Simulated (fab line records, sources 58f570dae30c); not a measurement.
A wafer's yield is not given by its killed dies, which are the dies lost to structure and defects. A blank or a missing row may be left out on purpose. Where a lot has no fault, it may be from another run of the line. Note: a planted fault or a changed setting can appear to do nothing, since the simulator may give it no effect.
The tool behind it: which one?    flow berkeley-cmos170    14 lots, 42 wafers sampled, at 5 steps of a route of 331

## WHAT THE GAUGES SHOWED, per wafer
UCB170_NWELL_THK_MEAS_05. Usual: NWELL_NITRIDE_THK gives 223.5 nm (standard deviation 2.2).
lot   measured     on             NWELL_NITRIDE_THK (nm)               flag
L627  day 2 09:41  film-metro-03  223.6 224.1 222.9                    
L629  day 2 16:22  film-metro-04  225.9 225.2 225.6                    
L630  day 2 23:37  film-metro-03  221.0 221.2 223.3                    
L631  day 3 02:49  film-metro-02  225.0 224.2 224.5                    
L632  day 3 02:50  film-metro-04  224.0 223.7 223.8                    
L633  day 3 11:16  film-metro-02  220.4 221.4 221.8                    
L635  day 3 19:13  film-metro-04  226.2 227.2 226.2                    
L637  day 4 08:23  film-metro-03  223.9 223.8 224.8                    
L638  day 4 13:14  film-metro-03  224.9 224.2 223.2                    
L640  day 5 05:10  film-metro-04  223.4 222.5 221.0                    
L642  day 5 14:45  film-metro-02  209.2 206.0 206.4 209.3 206.2 206.4  OFF
L643  day 5 14:46  film-metro-03  208.4 206.7 208.1 208.3 206.7 208.2  OFF
L645  day 5 21:22  film-metro-04  226.6 225.9 225.6                    
L648  day 6 19:14  film-metro-03  226.7 226.5 228.1                    

UCB170_M2_RS_MEAS_02: the measuring method here is four-point-probe. Usual: M2_AL_RS gives 0.0320 ohm/sq (standard deviation 0.00034).
lot   measured      on             M2_AL_RS (ohm/sq)     flag
L627  day 7 22:07   film-metro-03  0.0322 0.0322 0.0321  
L629  day 7 23:14   film-metro-04  0.0323 0.0325 0.0325  
L630  day 8 10:11   film-metro-03  0.0322 0.0322 0.0322  
L631  day 8 10:25   film-metro-01  0.0320 0.0321 0.0321  
L632  day 8 09:57   film-metro-01  0.0324 0.0321 0.0322  
L633  day 9 02:14   film-metro-04  0.0315 0.0319 0.0317  
L635  day 9 18:16   film-metro-01  0.0326 0.0325 0.0325  
L637  day 10 04:46  film-metro-03  0.0323 0.0325 0.0325  
L638  day 10 04:37  film-metro-01  0.0322 0.0321 0.0321  
L640  day 10 17:53  film-metro-03  0.0320 0.0319 0.0319  
L642  day 10 18:00  film-metro-01  0.0321 0.0320 0.0322  
L643  day 11 00:30  film-metro-03  0.0316 0.0314 0.0315  
L645  day 11 00:41  film-metro-04  0.0324 0.0325 0.0324  
L648  day 12 11:59  film-metro-03  0.0315 0.0316 0.0313  

## WHICH TOOL RAN EACH LOT (tool, then ch and the chambers of the sampled wafers, then the start)
lot   UCB170_NWELL_CVD_04         UCB170_PSD_STRIP_09                   UCB170_M1_STRIP_13
L627  lpcvd-01 ch 1, day 2 07:45  plasma-asher-03 ch 0,1, day 7 02:05   plasma-asher-02 ch 0,1, day 7 12:46
L629  lpcvd-01 ch 0, day 2 14:25  plasma-asher-01 ch 0,1, day 7 02:14   plasma-asher-02 ch 0,1, day 7 14:25
L630  lpcvd-02 ch 1, day 2 21:40  plasma-asher-02 ch 0,1, day 7 13:41   plasma-asher-02 ch 0,1, day 8 03:53
L631  lpcvd-01 ch 0, day 3 00:53  plasma-asher-01 ch 0, day 7 13:25     plasma-asher-02 ch 1, day 8 04:46
L632  lpcvd-01 ch 0, day 3 00:53  plasma-asher-01 ch 1, day 7 13:42     plasma-asher-03 ch 0,1, day 8 03:28
L633  lpcvd-02 ch 0, day 3 09:18  plasma-asher-01 ch 0,1, day 8 03:12   plasma-asher-03 ch 0,1, day 8 17:44
L635  lpcvd-01 ch 0, day 3 17:16  plasma-asher-01 ch 0,1, day 8 19:31   plasma-asher-03 ch 0,1, day 9 11:32
L637  lpcvd-02 ch 0, day 4 06:26  plasma-asher-03 ch 0,1, day 9 06:22   plasma-asher-03 ch 0, day 9 21:13
L638  lpcvd-02 ch 0, day 4 11:16  plasma-asher-02 ch 0,1, day 9 06:17   plasma-asher-02 ch 0,1, day 9 21:32
L640  lpcvd-01 ch 1, day 5 03:14  plasma-asher-01 ch 0,1, day 9 20:45   plasma-asher-02 ch 0,1, day 10 07:35
L642  lpcvd-02 ch 1, day 5 12:49  plasma-asher-02 ch 0,1, day 10 02:01  plasma-asher-03 ch 1, day 10 13:23
L643  lpcvd-02 ch 1, day 5 12:49  plasma-asher-03 ch 0,1, day 10 02:15  plasma-asher-02 ch 0,1, day 10 14:20
L645  lpcvd-01 ch 1, day 5 19:26  plasma-asher-01 ch 0,1, day 10 07:09  plasma-asher-01 ch 0,1, day 10 17:14
L648  lpcvd-01 ch 0, day 6 17:17  plasma-asher-02 ch 0,1, day 11 13:56  plasma-asher-03 ch 0,1, day 12 05:35
- UCB170_NWELL_CVD_04: deposits Si3N4 from SiH2Cl2/NH3, target thk 224 nm, time 3360 s.
- UCB170_PSD_STRIP_09: strips in O2.
- UCB170_M1_STRIP_13: strips in O2.

## AS READ BY THE TOOLS THEMSELVES (means over the sampled wafers that have a number; for cases with no such wafer, the mark the record gives instead)
UCB170_NWELL_CVD_04. Usual: pressure-mtorr 200.0 mTorr, standard deviation 0.4; sih2cl2-flow-sccm 25.03 sccm, standard deviation 0.075; spike-tc-source-C 824.2 C, standard deviation 3.
lot   tool      pressure-mtorr (mTorr)  sih2cl2-flow-sccm (sccm)  spike-tc-source-C (C)  flag
L627  lpcvd-01  199.5                   25.02                     828.0                  
L629  lpcvd-01  200.0                   24.97                     821.3                  
L630  lpcvd-02  199.5                   24.98                     823.7                  
L631  lpcvd-01  200.2                   25.07                     820.7                  
L632  lpcvd-01  200.0                   25.00                     821.0                  
L633  lpcvd-02  200.3                   24.89                     822.3                  
L635  lpcvd-01  199.8                   25.10                     820.6                  
L637  lpcvd-02  200.3                   24.93                     823.2                  
L638  lpcvd-02  200.0                   25.07                     824.6                  
L640  lpcvd-01  200.1                   25.10                     828.7                  
L642  lpcvd-02  160.1                   25.03                     825.1                  OFF
L643  lpcvd-02  160.1                   25.01                     825.0                  OFF
L645  lpcvd-01  199.7                   25.06                     829.0                  
L648  lpcvd-01  200.0                   24.95                     821.2                  

UCB170_PSD_STRIP_09. Usual: drypump-motor-current-A 5.93 A, standard deviation 0.27; oes-product-au 0.601 a.u., standard deviation 0.0043; strip-time-to-endpoint-s 29.35 s, standard deviation 0.065.
lot   tool             drypump-motor-current-A (A)  oes-product-au (a.u.)  strip-time-to-endpoint-s (s)  flag
L627  plasma-asher-03  5.67                         0.598                  29.40                         
L629  plasma-asher-01  6.09                         0.602                  29.34                         
L630  plasma-asher-02  5.74                         0.599                  29.39                         
L631  plasma-asher-01  6.01                         0.604                  29.33                         
L632  plasma-asher-01  6.25                         0.600                  29.29                         
L633  plasma-asher-01  6.16                         0.598                  29.28                         
L635  plasma-asher-01  6.16                         0.606                  29.32                         
L637  plasma-asher-03  5.68                         0.599                  29.42                         
L638  plasma-asher-02  5.73                         0.595                  29.41                         
L640  plasma-asher-01  6.09                         0.601                  29.28                         
L642  plasma-asher-02  5.74                         0.602                  29.35                         
L643  plasma-asher-03  5.85                         0.600                  29.42                         
L645  plasma-asher-01  6.10                         0.599                  29.41                         
L648  plasma-asher-02  5.86                         0.601                  29.34                         

UCB170_M1_STRIP_13. Usual: drypump-motor-current-A 5.89 A, standard deviation 0.26; oes-product-au 0.721 a.u., standard deviation 0.004.
lot   tool             drypump-motor-current-A (A)  oes-product-au (a.u.)  flag
L627  plasma-asher-02  5.86                         0.725                  
L629  plasma-asher-02  5.87                         0.721                  
L630  plasma-asher-02  5.73                         0.726                  
L631  plasma-asher-02  5.61                         0.718                  
L632  plasma-asher-03  5.68                         0.717                  
L633  plasma-asher-03  5.83                         0.721                  
L635  plasma-asher-03  5.70                         0.723                  
L637  plasma-asher-03  5.48                         0.720                  
L638  plasma-asher-02  5.76                         0.722                  
L640  plasma-asher-02  5.74                         0.724                  
L642  plasma-asher-03  6.01                         0.721                  
L643  plasma-asher-02  5.87                         0.719                  
L645  plasma-asher-01  6.08                         0.722                  
L648  plasma-asher-03  5.66                         0.721                  

## THE ANSWER, worked out from the rows above alone
Rule: take the mean of a lot's wafers that have a number; if it is more than 3 standard deviations from the usual mean, the lot is off. Also off: a lot with no number at a reading for which 4 or more lots have one. All remaining lots with rows at the step are treated as sound. First the gauges in route order, then the tools' own readings, where a lot's mean is used as printed above. At the first step where some lot is off, the reading lying furthest off is the one used; lots without a number count as furthest.
Off: L642, L643, at UCB170_NWELL_THK_MEAS_05 (NWELL_NITRIDE_THK).
A tool fits if, at a process step before that reading, it ran every lot that is off, and no sound lot after the first of them. Not tried: the gauges at UCB170_NWELL_THK_MEAS_05; whatever is off there is also off at UCB170_NWELL_CVD_04, on other tools, and gauge error can't account for it. One candidate fits, namely lpcvd-02 at UCB170_NWELL_CVD_04. Its last sound lot is L638 (day 4 11:16), its first lot that is off L642 (day 5 12:49): a fault that began between those two fits.
On the lots that are off, the tool's own readings at UCB170_NWELL_CVD_04 differ by more than 5 times the standard deviation of the sound lots' means, which bears it out; pressure-mtorr reads 160.1 mTorr there versus 199.9 mTorr on the sound lots.

## WHAT THE SIMULATOR HAD INSERTED
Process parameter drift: lpcvd-02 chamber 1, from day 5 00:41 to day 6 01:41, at UCB170_NWELL_CVD_04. Setting pressure-mtorr, moved by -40, from 200. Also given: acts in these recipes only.
Lots struck among those shown: L642, L643. The same result came from the rule above.
